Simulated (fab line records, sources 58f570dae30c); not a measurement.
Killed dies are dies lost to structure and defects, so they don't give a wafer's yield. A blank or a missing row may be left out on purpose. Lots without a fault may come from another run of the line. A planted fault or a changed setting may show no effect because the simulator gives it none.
fab line records | flow berkeley_cmos170
record lots=5 wafers=15 last_day=12
route steps=331 shown PLDD@149 NLDD@158 SPACER@171 PSD@175 NSD@187
lots that met no fault: from a run of the same line without faults
start_h: hours from the record's first day to the start of the lot's first wafer shown | wait_h: hours since the lot's step before | " the same as in the row above | L1.1+2: a row that stands for several wafers | - no value, or no start given | * or withheld: withheld | < > ~ a bound
route shown NAME@n: a module of which the file shows steps, and the number in the route of the first | usual: mean/standard deviation of fault-free wafers | same: alike in all rows | chamber/n: place in a boat | sites: the reading at each site | _std_site: their standard deviation | _edge_site: outer sites' mean less inner sites' | radius_mm: how far each site lies from the wafer's centre | mask NAME#n: copy n | behind: the tool/chamber that last shaped the wafer | hold: why the lot was held/for how many hours/how that ended | device: the transistor (n, p or np) that didn't switch | end of line: the same wafers' tests at the end of the route | a step without rows: its recipe alone | killed: dies lost to structure and defects at the first sort, not the wafer's yield | map: a wafer's dies, x killed, . not, _ none there
set.NAME: the setting as run; set.NAME@STEP: as run at that earlier step | model.NAME: the simulator's own value behind a step, which no gauge read
lots at some steps of the route; a table a step, a row a wafer
services: from which hour (start_h, from the record's first day; less than 0 if before it) a tool's chamber was out of use, for how many hours, and why
## steps
# step UCB170_PLDD_PEB_04
# recipe peb_temp_c=130 peb_time_s=withheld resist=KrF
# columns lot.wafer tool chamber start_h wait_h
L075.2+3+6 litho_track-02 0 138.04 0.1
L079.1+4+6 litho_track-02 0 156.29 0.3
L080.2+3+6 litho_track-04 0 167.35 0.4
L082.2+5+6 litho_track-03 0 173.69 0.1
L095.2+4+6 litho_track-02 0 238.86 0.1
# step UCB170_PLDD_DEVELOP_05
# recipe developer=TMAH develop_time_s=45 resist=KrF dev_temp_c=21
# usual developer_temp_C=21.00/0.1
# columns lot.wafer tool chamber start_h wait_h developer_temp_C
L075.2 litho_track-02 0 - - 20.84
L075.3 " 0 " " 20.96
L075.6 " 0 " " 20.76
L079.1 litho_track-02 0 - - 20.97
L079.4 " 0 " " 20.99
L079.6 " 0 " " 21.03
L080.2 litho_track-04 0 - - 21.34
L080.3 " 0 " " 20.99
L080.6 " 0 " " 21.18
L082.2 litho_track-03 0 - - 21.04
L082.5 " 0 " " 21.01
L082.6 " 0 " " 20.99
L095.2 litho_track-02 0 - - 21.13
L095.4 " 0 " " 21.04
L095.6 " 0 " " 21.18
# step UCB170_PLDD_CD_MEAS_06
# recipe target_cd_nm=1200
# usual cd_nm=1200.0/1.6
# columns lot.wafer tool chamber start_h wait_h cd_nm
L075.2 cd_sem-02 - 138.31 - 1199.7
L075.3 " - " " 1199.7
L075.6 " - " " 1200.7
L079.1 cd_sem-01 - 156.84 - 1200.9
L079.4 " - " " 1200.0
L079.6 " - " " 1200.6
L080.2 cd_sem-02 - 167.62 - 1199.9
L080.3 " - " " 1200.7
L080.6 " - " " 1200.6
L082.2 cd_sem-01 - 173.96 - 1200.4
L082.5 " - " " 1200.3
L082.6 " - " " 1200.9
L095.2 cd_sem-01 - 239.13 - 1199.6
L095.4 " - " " 1200.1
L095.6 " - " " 1199.6
# step UCB170_PLDD_OVL_MEAS_07
# usual PLDD_OVL=0/5.5
# columns lot.wafer tool chamber start_h wait_h PLDD_OVL[nm]
L075.2 overlay-02 - 138.41 0.1 3
L075.3 " - " " 1
L075.6 " - " " 3
L079.1 overlay-02 - 156.96 0.1 2
L079.4 " - " " 0
L079.6 " - " " 1
L080.2 overlay-02 - 167.73 0.1 -15
L080.3 " - " " -19
L080.6 " - " " -7
L082.2 overlay-01 - 174.06 0.1 -3
L082.5 " - " " -8
L082.6 " - " " -1
L095.2 overlay-02 - 239.24 0.1 -2
L095.4 " - " " -9
L095.6 " - " " 0
# step UCB170_PLDD_IMPLANT_08
# recipe species=BF2 dose_cm2=5e+13 energy_kev=10 tilt_deg=7 rotation_deg=0
# same implant_ion_amu=49
# columns lot.wafer tool chamber start_h wait_h
L075.2+3+6 implanter-04 0 138.47 0.0
L079.1+4+6 implanter-04 0 156.99 0.0
L080.2+3+6 implanter-01 0 167.79 0.0
L082.2+5+6 implanter-01 0 174.12 0.0
L095.2+4+6 implanter-01 0 239.29 0.0
# step UCB170_PLDD_IMPLANT_09
# recipe species=BF2 dose_cm2=5e+13 energy_kev=10 tilt_deg=7 rotation_deg=180
# same implant_ion_amu=49
# columns lot.wafer tool chamber start_h wait_h
L075.2+3+6 implanter-04 0 138.62 0.1
L079.1+4+6 implanter-04 0 157.14 0.1
L080.2+3+6 implanter-01 0 167.94 0.1
L082.2+5+6 implanter-01 0 174.27 0.1
L095.2+4+6 implanter-01 0 239.44 0.1
# step UCB170_PLDD_STRIP_10
# recipe chemistry=O2 power_w=400 pressure_mtorr=3500 platen_temp_c=withheld o2_flow_sccm=400 overash_fraction=0.5
# usual chamber_pressure_mTorr=3500/3.7 drypump_motor_current_A=5.67/0.27 oes_product_au=0.735/0.0045 strip_time_to_endpoint_s=21.62/0.08
# columns lot.wafer tool chamber start_h wait_h chamber_pressure_mTorr drypump_motor_current_A oes_product_au rf_hours_counter_h strip_time_to_endpoint_s
L075.2 plasma_asher-04 0 138.74 0.1 3503 5.45 0.737 36 21.68
L075.3 " 1 " " 3501 5.17 0.737 - 21.70
L075.6 " 1 " " 3496 5.17 0.736 - 21.61
L079.1 plasma_asher-03 1 157.29 0.1 3495 5.96 0.736 42 21.46
L079.4 " 0 " " 3505 5.73 0.737 - 21.43
L079.6 " 0 " " 3501 5.72 0.740 - 21.44
L080.2 plasma_asher-02 0 168.06 0.1 3503 5.66 0.738 47 21.51
L080.3 " 0 " " 3490 5.67 0.730 - 21.57
L080.6 " 1 " " 3505 5.94 0.737 - 21.57
L082.2 plasma_asher-03 1 174.39 0.1 3506 5.99 0.725 44 21.66
L082.5 " 0 " " 3497 5.75 0.738 - 21.62
L082.6 " 1 " " 3505 6.01 0.741 - 21.61
L095.2 plasma_asher-04 0 239.57 0.1 3499 5.44 0.724 48 21.66
L095.4 " 1 " " 3497 5.18 0.742 - 21.64
L095.6 " 0 " " 3507 5.44 0.737 - 21.62
# step UCB170_PLDD_TW_MEAS_11
# usual PLDD_TW=1007/6.5
# columns lot.wafer tool chamber start_h wait_h PLDD_TW
L075.2 film_metro-03 - 138.85 0.1 1009
L075.3 " - " " 1005
L075.6 " - " " 1012
L079.1 film_metro-03 - 157.39 0.1 1009
L079.4 " - " " 1009
L079.6 " - " " 1010
L080.2 film_metro-02 - 168.17 0.1 1003
L080.3 " - " " 1000
L080.6 " - " " 1001
L082.2 film_metro-02 - 174.50 0.1 996
L082.5 " - " " 1007
L082.6 " - " " 998
L095.2 film_metro-02 - 239.68 0.1 998
L095.4 " - " " 997
L095.6 " - " " 995
# step UCB170_PLDD_CLEAN_12
# recipe chemistry=SPM temp_c=120 time_s=600
# same time_s=600
# columns lot.wafer tool chamber start_h wait_h
L075.2+3+6 wet_bench-01 2 138.90 0.0
L079.1+4+6 wet_bench-02 3 157.45 0.1
L080.2+3+6 wet_bench-02 3 168.22 0.0
L082.2+5+6 wet_bench-04 1 174.55 0.0
L095.2+4+6 wet_bench-04 2 239.80 0.1
# step UCB170_NLDD_HMDS_00
# recipe prime_time_s=60 prime_temp_c=100
# columns lot.wafer tool chamber start_h wait_h
L075.2+3+6 litho_track-01 0 139.12 0.0
L079.1+4+6 litho_track-03 0 157.63 0.0
L080.2+3+6 litho_track-03 0 168.44 0.0
L082.2+5+6 litho_track-03 0 174.83 0.1
L095.2+4+6 litho_track-02 0 240.02 0.0
# step UCB170_NLDD_COAT_01
# recipe resist=KrF spin_rpm=1500 resist_thk_nm=900
# columns lot.wafer tool chamber start_h wait_h
L075.2+3+6 litho_track-01 0 139.27 0.1
L079.1+4+6 litho_track-03 0 157.78 0.1
L080.2+3+6 litho_track-03 0 168.59 0.1
L082.2+5+6 litho_track-03 0 174.98 0.1
L095.2+4+6 litho_track-02 0 240.17 0.1
# step UCB170_NLDD_SOFTBAKE_02
# recipe resist=KrF temp_c=130 time_s=60
# same time_s=60
# columns lot.wafer tool chamber start_h wait_h
L075.2+3+6 litho_track-01 0 139.42 0.1
L079.1+4+6 litho_track-03 0 157.93 0.1
L080.2+3+6 litho_track-03 0 168.74 0.1
L082.2+5+6 litho_track-03 0 175.13 0.1
L095.2+4+6 litho_track-02 0 240.32 0.1
# step UCB170_NLDD_EXPOSE_03
# recipe mask_id=NSELECT na=0.5 sigma_outer=0.6 source_shape=conventional target_cd_nm=1200 dose_mj=30
# usual exposure_dose_mJ_cm2=29.982/0.03 stage_vel_mm_s=500.03/0.25
# columns lot.wafer tool chamber start_h wait_h mask exposure_dose_mJ_cm2 stage_vel_mm_s
L075.2 krf_scanner-02 0 139.69 0.2 NSELECT#0 30.025 500.34
L075.3 " 0 " " NSELECT#0 30.032 500.02
L075.6 " 0 " " NSELECT#0 29.996 500.51
L079.1 krf_scanner-02 0 158.08 0.1 NSELECT#0 29.994 500.08
L079.4 " 0 " " NSELECT#0 30.023 499.56
L079.6 " 0 " " NSELECT#0 29.982 499.81
L080.2 krf_scanner-01 0 169.01 0.2 NSELECT#0 29.955 500.07
L080.3 " 0 " " NSELECT#0 29.949 500.04
L080.6 " 0 " " NSELECT#0 29.989 499.90
L082.2 krf_scanner-01 0 175.40 0.2 NSELECT#0 29.952 500.30
L082.5 " 0 " " NSELECT#0 29.967 500.50
L082.6 " 0 " " NSELECT#0 30.037 499.97
L095.2 krf_scanner-01 0 240.83 0.5 NSELECT#0 29.993 500.08
L095.4 " 0 " " NSELECT#0 29.932 499.94
L095.6 " 0 " " NSELECT#0 29.981 500.17
# step UCB170_NLDD_PEB_04
# recipe peb_temp_c=130 peb_time_s=withheld resist=KrF
# columns lot.wafer tool chamber start_h wait_h
L075.2+3+6 litho_track-01 0 139.81 0.1
L079.1+4+6 litho_track-01 0 158.29 0.2
L080.2+3+6 litho_track-03 0 169.34 0.3
L082.2+5+6 litho_track-01 0 175.80 0.4
L095.2+4+6 litho_track-01 0 241.12 0.3
# step UCB170_NLDD_DEVELOP_05
# recipe developer=TMAH develop_time_s=45 resist=KrF dev_temp_c=21
# usual developer_temp_C=21.01/0.1
# columns lot.wafer tool chamber start_h wait_h developer_temp_C
L075.2 litho_track-01 0 - - 21.08
L075.3 " 0 " " 21.04
L075.6 " 0 " " 21.08
L079.1 litho_track-01 0 - - 21.08
L079.4 " 0 " " 20.98
L079.6 " 0 " " 21.04
L080.2 litho_track-03 0 - - 20.94
L080.3 " 0 " " 21.09
L080.6 " 0 " " 21.13
L082.2 litho_track-01 0 - - 21.04
L082.5 " 0 " " 21.03
L082.6 " 0 " " 21.18
L095.2 litho_track-01 0 - - 21.00
L095.4 " 0 " " 20.97
L095.6 " 0 " " 21.02
# step UCB170_NLDD_CD_MEAS_06
# recipe target_cd_nm=1200
# usual cd_nm=1200.0/1.5
# columns lot.wafer tool chamber start_h wait_h cd_nm
L075.2 cd_sem-01 - 140.08 - 1200.6
L075.3 " - " " 1200.6
L075.6 " - " " 1200.5
L079.1 cd_sem-01 - 158.56 - 1204.0
L079.4 " - " " 1203.1
L079.6 " - " " 1203.4
L080.2 cd_sem-02 - 169.61 - 1200.5
L080.3 " - " " 1202.2
L080.6 " - " " 1201.2
L082.2 cd_sem-01 - 176.07 - 1201.3
L082.5 " - " " 1200.1
L082.6 " - " " 1201.1
L095.2 cd_sem-02 - 241.39 - 1199.2
L095.4 " - " " 1198.9
L095.6 " - " " 1198.7
# step UCB170_NLDD_OVL_MEAS_07
# usual NLDD_OVL=-1/5.4
# columns lot.wafer tool chamber start_h wait_h NLDD_OVL[nm]
L075.2 overlay-01 - 140.19 0.1 9
L075.3 " - " " 5
L075.6 " - " " 3
L079.1 overlay-02 - 158.68 0.1 -2
L079.4 " - " " 4
L079.6 " - " " -2
L080.2 overlay-02 - 169.71 0.1 -1
L080.3 " - " " -6
L080.6 " - " " 0
L082.2 overlay-02 - 176.17 0.1 -4
L082.5 " - " " -2
L082.6 " - " " -5
L095.2 overlay-02 - 241.49 0.1 0
L095.4 " - " " 1
L095.6 " - " " -5
# step UCB170_NLDD_IMPLANT_08
# recipe species=As dose_cm2=5e+13 energy_kev=30 tilt_deg=7 rotation_deg=0
# same implant_ion_amu=75
# columns lot.wafer tool chamber start_h wait_h
L075.2+3+6 implanter-02 0 140.24 0.0
L079.1+4+6 implanter-03 0 158.72 0.0
L080.2+3+6 implanter-02 0 169.77 0.0
L082.2+5+6 implanter-04 0 176.23 0.0
L095.2+4+6 implanter-04 0 241.55 0.0
# step UCB170_NLDD_IMPLANT_09
# recipe species=As dose_cm2=5e+13 energy_kev=30 tilt_deg=7 rotation_deg=180
# same implant_ion_amu=75
# columns lot.wafer tool chamber start_h wait_h
L075.2+3+6 implanter-02 0 140.39 0.1
L079.1+4+6 implanter-03 0 158.87 0.1
L080.2+3+6 implanter-02 0 169.92 0.1
L082.2+5+6 implanter-04 0 176.38 0.1
L095.2+4+6 implanter-04 0 241.70 0.1
# step UCB170_NLDD_STRIP_10
# recipe chemistry=O2 power_w=400 pressure_mtorr=3500 platen_temp_c=withheld o2_flow_sccm=400 overash_fraction=0.5
# usual chamber_pressure_mTorr=3500/3.5 drypump_motor_current_A=5.6/0.37 oes_product_au=0.735/0.0044 strip_time_to_endpoint_s=21.61/0.085
# columns lot.wafer tool chamber start_h wait_h chamber_pressure_mTorr drypump_motor_current_A oes_product_au rf_hours_counter_h strip_time_to_endpoint_s
L075.2 plasma_asher-02 1 140.52 0.1 3501 5.9 0.739 45 21.63
L075.3 " 1 " " 3502 5.9 0.730 - 21.67
L075.6 " 1 " " 3496 5.9 0.731 - 21.65
L079.1 plasma_asher-04 1 159.02 0.1 3503 5.2 0.729 38 21.71
L079.4 " 1 " " 3508 5.2 0.739 - 21.69
L079.6 " 0 " " 3497 5.5 0.740 - 21.74
L080.2 plasma_asher-04 1 170.04 0.1 3500 5.2 0.737 39 21.63
L080.3 " 0 " " 3495 5.4 0.728 - 21.56
L080.6 " 1 " " 3498 5.2 0.719 - 21.59
L082.2 plasma_asher-02 0 176.50 0.1 3501 5.7 0.726 48 21.55
L082.5 " 1 " " 3506 5.9 0.733 - 21.66
L082.6 " 0 " " 3499 5.7 0.743 - 21.61
L095.2 plasma_asher-04 1 241.82 0.1 3500 5.2 0.732 48 21.49
L095.4 " 1 " " 3496 5.2 0.733 - 21.49
L095.6 " 0 " " 3500 5.4 0.731 - 21.50
# step UCB170_NLDD_TW_MEAS_11
# usual NLDD_TW=2209/14
# columns lot.wafer tool chamber start_h wait_h NLDD_TW
L075.2 film_metro-02 - 140.63 0.1 2196
L075.3 " - " " 2188
L075.6 " - " " 2195
L079.1 film_metro-02 - 159.12 0.1 2209
L079.4 " - " " 2210
L079.6 " - " " 2219
L080.2 film_metro-03 - 170.15 0.1 2206
L080.3 " - " " 2199
L080.6 " - " " 2208
L082.2 film_metro-03 - 176.61 0.1 2212
L082.5 " - " " 2218
L082.6 " - " " 2223
L095.2 film_metro-03 - 241.93 0.1 2206
L095.4 " - " " 2202
L095.6 " - " " 2203
# step UCB170_NLDD_CLEAN_12
# recipe chemistry=SPM temp_c=120 time_s=600
# same time_s=600
# columns lot.wafer tool chamber start_h wait_h
L075.2+3+6 wet_bench-04 0 140.96 0.3
L079.1+4+6 wet_bench-03 3 159.20 0.1
L080.2+3+6 wet_bench-01 2 170.30 0.1
L082.2+5+6 wet_bench-04 1 176.66 0.0
L095.2+4+6 wet_bench-04 3 242.02 0.1
# step UCB170_SPACER_CVD_00
# recipe material=SiO2 target_thk_nm=376 temp_c=390 precursor=TEOS/O2 time_s=47 rf_w=550 pressure_mtorr=9000
# usual heater_power_w=273/50
# same time_s=47
# columns lot.wafer tool chamber start_h wait_h heater_power_w since_wet_clean_h
L075.2 pecvd-04 1 141.13 0.0 279 327
L075.3 " 0 " " 207 327
L075.6 " 0 " " 221 -
L079.1 pecvd-04 2 159.39 0.0 308 345
L079.4 " 0 " " 259 -
L079.6 " 2 " " 330 -
L080.2 pecvd-01 2 170.48 0.0 338 21
L080.3 " 1 " " 250 21
L080.6 " 2 " " 252 -
L082.2 pecvd-01 0 176.85 0.0 309 27
L082.5 " 0 " " 314 -
L082.6 " 1 " " 283 -
L095.2 pecvd-01 1 242.21 0.0 260 93
L095.4 " 1 " " 274 -
L095.6 " 0 " " 340 -
# step UCB170_SPACER_THK_MEAS_01
# recipe reads=SiO2_of_SPACER_CVD_00
# usual SPACER_TEOS_THK=377/4.6
# columns lot.wafer tool chamber start_h wait_h SPACER_TEOS_THK[nm]
L075.2 film_metro-01 - 141.19 0.0 378
L075.3 " - " " 378
L075.6 " - " " 383
L079.1 film_metro-01 - 159.43 0.0 373
L079.4 " - " " 382
L079.6 " - " " 376
L080.2 film_metro-02 - 170.53 0.0 372
L080.3 " - " " 372
L080.6 " - " " 377
L082.2 film_metro-04 - 176.91 0.0 368
L082.5 " - " " 376
L082.6 " - " " 379
L095.2 film_metro-04 - 242.26 0.0 370
L095.4 " - " " 374
L095.6 " - " " 376
# step UCB170_SPACER_ANNEAL_02
# recipe temp_c=900 time_s=1800 ambient=N2
# usual tube_center_temp_C=900/0.083
# same time_s=1800
# columns lot.wafer tool chamber start_h wait_h tube_center_temp_C
L075.2 furnace-02 0 142.17 1.0 899.97
L075.3 " 0 " " 899.9
L075.6 " 0 " " 900.02
L079.1 furnace-03 0 162.19 2.8 900
L079.4 " 0 " " 900.05
L079.6 " 0 " " 900.12
L080.2 furnace-01 0 173.78 3.2 899.87
L080.3 " 0 " " 899.97
L080.6 " 0 " " 900.03
L082.2 furnace-01 0 179.63 2.7 900.05
L082.5 " 0 " " 900.11
L082.6 " 0 " " 900.13
L095.2 furnace-02 0 243.17 0.9 900.17
L095.4 " 0 " " 899.98
L095.6 " 0 " " 899.93
# step UCB170_SPACER_ETCHBACK_03
# recipe stop_on=Si target=SiO2 chemistry=CHF3/CF4/Ar CHF3_flow_sccm=50 cf4_flow_sccm=10 Ar_flow_sccm=120 pressure_mtorr=200 rf_w=500 target_depth_a=3760 time_s=100
# usual chamber_pressure_mTorr=200.00/0.18 drypump_motor_current_A=5.5/0.34 mfc_ar_sccm=120.0/0.36 oes_product_au=0.903/0.017 throttle_valve_pct=6.44/0.11
# same time_s=100
# columns lot.wafer tool chamber start_h wait_h chamber_pressure_mTorr drypump_motor_current_A mfc_ar_sccm oes_product_au rf_hours_counter_h throttle_valve_pct
L075.2 rie_diel-02 1 143.69 0.0 200.03 5.4 120.0 0.903 115 6.45
L075.3 " 3 " " 200.22 5.5 120.2 0.873 139 6.38
L075.6 " 1 " " 199.73 5.4 119.7 0.910 - 6.47
L079.1 rie_diel-02 2 163.69 0.0 199.79 5.9 120.1 0.896 124 6.49
L079.4 " 0 " " 200.05 5.0 120.5 0.911 84 6.34
L079.6 " 0 " " 199.99 5.1 120.0 0.899 - 6.31
L080.2 rie_diel-03 3 175.28 0.0 200.15 5.1 120.3 0.913 16 6.52
L080.3 " 2 " " 200.08 5.3 119.5 0.893 62 6.63
L080.6 " 1 " " 200.13 6.2 119.3 0.902 - 6.53
L082.2 rie_diel-02 2 181.13 0.0 199.68 5.9 120.3 0.884 125 6.51
L082.5 " 3 " " 200.08 5.5 119.7 0.880 - 6.38
L082.6 " 2 " " 199.76 5.9 120.0 0.913 - 6.49
L095.2 rie_diel-01 1 244.67 0.0 200.07 5.3 120.3 0.882 20 6.24
L095.4 " 3 " " 199.93 5.4 119.6 0.872 - 6.43
L095.6 " 1 " " 200.07 5.3 119.9 0.905 - 6.26
# step UCB170_PSD_HMDS_00
# recipe prime_time_s=60 prime_temp_c=100
# columns lot.wafer tool chamber start_h wait_h
L075.2+3+6 litho_track-01 0 143.98 0.3
L079.1+4+6 litho_track-03 0 163.77 0.0
L080.2+3+6 litho_track-04 0 175.72 0.4
L082.2+5+6 litho_track-04 0 181.23 0.1
L095.2+4+6 litho_track-01 0 245.20 0.5
# step UCB170_PSD_COAT_01
# recipe resist=KrF spin_rpm=1500 resist_thk_nm=900
# columns lot.wafer tool chamber start_h wait_h
L075.2+3+6 litho_track-01 0 144.13 0.1
L079.1+4+6 litho_track-03 0 163.92 0.1
L080.2+3+6 litho_track-04 0 175.87 0.1
L082.2+5+6 litho_track-04 0 181.38 0.1
L095.2+4+6 litho_track-01 0 245.35 0.1
# step UCB170_PSD_SOFTBAKE_02
# recipe resist=KrF temp_c=130 time_s=60
# same time_s=60
# columns lot.wafer tool chamber start_h wait_h
L075.2+3+6 litho_track-01 0 144.28 0.1
L079.1+4+6 litho_track-03 0 164.07 0.1
L080.2+3+6 litho_track-04 0 176.02 0.1
L082.2+5+6 litho_track-04 0 181.53 0.1
L095.2+4+6 litho_track-01 0 245.50 0.1
# step UCB170_PSD_EXPOSE_03
# recipe mask_id=PSELECT_MOD na=0.5 sigma_outer=0.6 source_shape=conventional target_cd_nm=1200 dose_mj=30
# usual exposure_dose_mJ_cm2=29.97/0.031 stage_vel_mm_s=500.02/0.23
# columns lot.wafer tool chamber start_h wait_h mask exposure_dose_mJ_cm2 stage_vel_mm_s
L075.2 krf_scanner-02 0 144.84 0.5 PSELECT_MOD#0 29.94 500.35
L075.3 " 0 " " PSELECT_MOD#0 29.98 499.77
L075.6 " 0 " " PSELECT_MOD#0 29.96 500.51
L079.1 krf_scanner-01 0 164.46 0.4 PSELECT_MOD#0 30.00 499.85
L079.4 " 0 " " PSELECT_MOD#0 29.96 499.87
L079.6 " 0 " " PSELECT_MOD#0 29.98 500.01
L080.2 krf_scanner-01 0 176.44 0.4 PSELECT_MOD#0 29.97 499.95
L080.3 " 0 " " PSELECT_MOD#0 30.02 500.06
L080.6 " 0 " " PSELECT_MOD#0 30.03 499.70
L082.2 krf_scanner-02 0 181.80 0.2 PSELECT_MOD#0 29.95 500.14
L082.5 " 0 " " PSELECT_MOD#0 29.99 499.92
L082.6 " 0 " " PSELECT_MOD#0 29.99 500.28
L095.2 krf_scanner-01 0 245.77 0.2 PSELECT_MOD#0 29.93 500.34
L095.4 " 0 " " PSELECT_MOD#0 29.98 500.42
L095.6 " 0 " " PSELECT_MOD#0 29.91 500.36
# step UCB170_PSD_PEB_04
# recipe peb_temp_c=130 peb_time_s=withheld resist=KrF
# columns lot.wafer tool chamber start_h wait_h
L075.2+3+6 litho_track-04 0 144.96 0.1
L079.1+4+6 litho_track-01 0 164.57 0.1
L080.2+3+6 litho_track-04 0 177.07 0.6
L082.2+5+6 litho_track-03 0 181.92 0.1
L095.2+4+6 litho_track-04 0 246.22 0.4
# step UCB170_PSD_DEVELOP_05
# recipe developer=TMAH develop_time_s=45 resist=KrF dev_temp_c=21
# usual developer_temp_C=21.01/0.11
# columns lot.wafer tool chamber start_h wait_h developer_temp_C
L075.2 litho_track-04 0 - - 21.12
L075.3 " 0 " " 21.11
L075.6 " 0 " " 21.11
L079.1 litho_track-01 0 - - 20.75
L079.4 " 0 " " 20.98
L079.6 " 0 " " 21.06
L080.2 litho_track-04 0 - - 20.80
L080.3 " 0 " " 20.97
L080.6 " 0 " " 21.12
L082.2 litho_track-03 0 - - 21.03
L082.5 " 0 " " 21.05
L082.6 " 0 " " 21.06
L095.2 litho_track-04 0 - - 21.04
L095.4 " 0 " " 21.00
L095.6 " 0 " " 21.03
# step UCB170_PSD_CD_MEAS_06
# recipe target_cd_nm=1200
# usual cd_nm=1200.2/1.6
# columns lot.wafer tool chamber start_h wait_h cd_nm
L075.2 cd_sem-02 - 145.23 - 1203.8
L075.3 " - " " 1202.6
L075.6 " - " " 1202.0
L079.1 cd_sem-01 - 164.96 - 1200.8
L079.4 " - " " 1201.4
L079.6 " - " " 1202.3
L080.2 cd_sem-02 - 177.48 - 1200.3
L080.3 " - " " 1201.5
L080.6 " - " " 1200.1
L082.2 cd_sem-02 - 182.19 - 1202.0
L082.5 " - " " 1200.7
L082.6 " - " " 1201.5
L095.2 cd_sem-01 - 246.49 - 1201.7
L095.4 " - " " 1201.7
L095.6 " - " " 1201.2
# step UCB170_PSD_OVL_MEAS_07
# usual PSD_OVL=-1/6.9
# columns lot.wafer tool chamber start_h wait_h PSD_OVL[nm]
L075.2 overlay-02 - 145.34 0.1 3
L075.3 " - " " -1
L075.6 " - " " -1
L079.1 overlay-02 - 165.08 0.1 -11
L079.4 " - " " -13
L079.6 " - " " -9
L080.2 overlay-01 - 177.59 0.1 4
L080.3 " - " " -13
L080.6 " - " " -2
L082.2 overlay-02 - 182.29 0.1 -8
L082.5 " - " " -3
L082.6 " - " " -5
L095.2 overlay-01 - 246.59 0.1 4
L095.4 " - " " 4
L095.6 " - " " 3
# step UCB170_PSD_IMPLANT_08
# recipe species=B dose_cm2=3e+15 energy_kev=20 tilt_deg=7
# same implant_ion_amu=11
# columns lot.wafer tool chamber start_h wait_h
L075.2+3+6 implanter-02 0 145.40 0.0
L079.1+4+6 implanter-01 0 165.11 0.0
L080.2+3+6 implanter-03 0 177.64 0.0
L082.2+5+6 implanter-02 0 182.35 0.0
L095.2+4+6 implanter-02 0 246.65 0.0
# step UCB170_PSD_STRIP_09
# recipe chemistry=O2 power_w=400 pressure_mtorr=3500 platen_temp_c=withheld o2_flow_sccm=400 overash_fraction=0.5
# usual chamber_pressure_mTorr=3500/3.2 drypump_motor_current_A=5.6/0.43 oes_product_au=0.600/0.0042 strip_time_to_endpoint_s=29.44/0.076
# columns lot.wafer tool chamber start_h wait_h chamber_pressure_mTorr drypump_motor_current_A oes_product_au rf_hours_counter_h strip_time_to_endpoint_s
L075.2 plasma_asher-03 1 145.52 0.1 3500 6.0 0.602 41 29.39
L075.3 " 1 " " 3496 6.0 0.597 - 29.33
L075.6 " 1 " " 3504 6.0 0.601 - 29.35
L079.1 plasma_asher-01 0 165.26 0.1 3501 5.1 0.606 5 29.43
L079.4 " 1 " " 3498 6.3 0.601 - 29.30
L079.6 " 1 " " 3496 6.3 0.606 - 29.40
L080.2 plasma_asher-04 0 177.77 0.1 3494 5.4 0.600 40 29.43
L080.3 " 1 " " 3502 5.2 0.604 - 29.50
L080.6 " 0 " " 3493 5.5 0.602 - 29.43
L082.2 plasma_asher-01 1 182.47 0.1 3497 6.2 0.600 7 29.47
L082.5 " 0 " " 3499 5.1 0.600 - 29.37
L082.6 " 1 " " 3498 6.3 0.599 - 29.39
L095.2 plasma_asher-03 0 246.77 0.1 3502 5.7 0.596 49 29.55
L095.4 " 1 " " 3498 5.9 0.602 - 29.49
L095.6 " 1 " " 3496 5.9 0.598 - 29.59
# step UCB170_PSD_TW_MEAS_10
# usual PSD_TW=2320/12
# columns lot.wafer tool chamber start_h wait_h PSD_TW
L075.2 film_metro-03 - 145.63 0.1 2325
L075.3 " - " " 2336
L075.6 " - " " 2326
L079.1 film_metro-01 - 165.36 0.1 2336
L079.4 " - " " 2335
L079.6 " - " " 2335
L080.2 film_metro-01 - 177.88 0.1 2341
L080.3 " - " " 2341
L080.6 " - " " 2319
L082.2 film_metro-02 - 182.58 0.1 2308
L082.5 " - " " 2292
L082.6 " - " " 2313
L095.2 film_metro-02 - 246.88 0.1 2318
L095.4 " - " " 2310
L095.6 " - " " 2324
# step UCB170_PSD_CLEAN_11
# recipe chemistry=SPM temp_c=120 time_s=600
# same time_s=600
# columns lot.wafer tool chamber start_h wait_h
L075.2+3+6 wet_bench-01 2 145.68 0.0
L079.1+4+6 wet_bench-02 3 166.15 0.8
L080.2+3+6 wet_bench-01 0 178.00 0.1
L082.2+5+6 wet_bench-02 1 182.63 0.0
L095.2+4+6 wet_bench-01 3 246.93 0.0
# step UCB170_NSD_HMDS_00
# recipe prime_time_s=60 prime_temp_c=100
# columns lot.wafer tool chamber start_h wait_h
L075.2+3+6 litho_track-01 0 145.88 0.0
L079.1+4+6 litho_track-02 0 166.79 0.5
L080.2+3+6 litho_track-04 0 178.52 0.3
L082.2+5+6 litho_track-04 0 182.83 0.0
L095.2+4+6 litho_track-02 0 247.79 0.7
# step UCB170_NSD_COAT_01
# recipe resist=KrF spin_rpm=1500 resist_thk_nm=900
# columns lot.wafer tool chamber start_h wait_h
L075.2+3+6 litho_track-01 0 146.03 0.1
L079.1+4+6 litho_track-02 0 166.94 0.1
L080.2+3+6 litho_track-04 0 178.67 0.1
L082.2+5+6 litho_track-04 0 182.98 0.1
L095.2+4+6 litho_track-02 0 247.94 0.1
# step UCB170_NSD_SOFTBAKE_02
# recipe resist=KrF temp_c=130 time_s=60
# same time_s=60
# columns lot.wafer tool chamber start_h wait_h
L075.2+3+6 litho_track-01 0 146.18 0.1
L079.1+4+6 litho_track-02 0 167.09 0.1
L080.2+3+6 litho_track-04 0 178.82 0.1
L082.2+5+6 litho_track-04 0 183.13 0.1
L095.2+4+6 litho_track-02 0 248.09 0.1
## services
# columns tool chamber start_h hours kind
krf_scanner-01 - 124.68 4.0 pm
plasma_asher-01 - 129.42 0.8 repair
pecvd-01 - 135.50 14.0 pm
plasma_asher-04 - 137.57 0.8 repair
furnace-01 - 141.67 3.9 pm
rie_diel-02 2 142.52 12.7 repair
krf_scanner-01 - 151.63 0.8 pm
krf_scanner-01 - 152.38 4.4 pm
pecvd-04 - 160.07 11.3 repair
furnace-02 - 163.07 3.0 pm
krf_scanner-02 - 163.27 0.8 repair
krf_scanner-02 - 170.00 0.8 pm
implanter-03 - 172.68 1.9 repair
implanter-01 - 178.77 6.9 pm
rie_diel-02 3 188.18 9.8 repair
plasma_asher-03 - 189.73 14.6 pm
implanter-02 - 190.49 5.1 pm
implanter-01 - 195.72 3.1 repair
krf_scanner-01 - 200.49 1.3 pm
implanter-04 - 203.18 1.4 repair
krf_scanner-02 - 203.30 1.0 pm
krf_scanner-02 - 210.45 1.3 pm
plasma_asher-03 - 226.06 8.7 repair
krf_scanner-02 - 228.55 6.2 repair
## key
fault none
